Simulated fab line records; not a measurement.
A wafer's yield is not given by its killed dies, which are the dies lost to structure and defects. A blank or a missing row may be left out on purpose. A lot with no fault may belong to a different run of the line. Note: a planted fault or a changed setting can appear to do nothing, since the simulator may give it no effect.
Which tool was responsible? + flow berkeley cmos170 + 7 lots, 21 wafers sampled, at 1 step of a route of 331

WHAT EACH GAUGE READ, for each wafer
UCB170_PWELL_THK_MEAS_06.
| lot  | measured    | on            | PWELL_NITRIDE_THK (nm) |
|------|-------------|---------------|------------------------|
| L210 | day 4 05:10 | film metro-02 | 206.4 207.3 207.3      |
| L213 | day 5 07:56 | film metro-02 | 207.0 206.7 206.3      |
| L216 | day 5 07:57 | film metro-04 | 208.8 210.0 209.3      |
| L221 | day 6 08:25 | film metro-01 | 212.3 212.5 212.1      |
| L219 | day 6 08:28 | film metro-02 | 205.8 206.2 205.2      |
| L228 | day 7 07:58 | film metro-04 | 210.9 212.0 210.7      |
| L231 | day 8 03:12 | film metro-04 | 207.1 209.3 207.9      |

TOOL THAT RAN EACH LOT (tool first, then ch and the chambers of the sampled wafers, then the start)
No process step before these readings appears in the record.

THE ANSWER, worked out from the rows above alone
Rule: what is usual is taken from the lots themselves. The widest of any qualifying gaps counts: lots, ordered by their means at a reading, are off when they make up no more than a third of the lots, leave a main group of 4 or more, and stand apart from it by 3 or more times the standard deviation of that group's means. The tables above print the reading to a certain number of digits; a main group whose means all agree to those digits is not used. Also off: a lot with no number at a reading for which 4 or more lots have one. Where the step has rows for the other lots, those lots are counted as sound.
No lot is off on any of the readings shown, so nothing can be concluded from this.

WHAT THE SIMULATOR HAD PUT IN
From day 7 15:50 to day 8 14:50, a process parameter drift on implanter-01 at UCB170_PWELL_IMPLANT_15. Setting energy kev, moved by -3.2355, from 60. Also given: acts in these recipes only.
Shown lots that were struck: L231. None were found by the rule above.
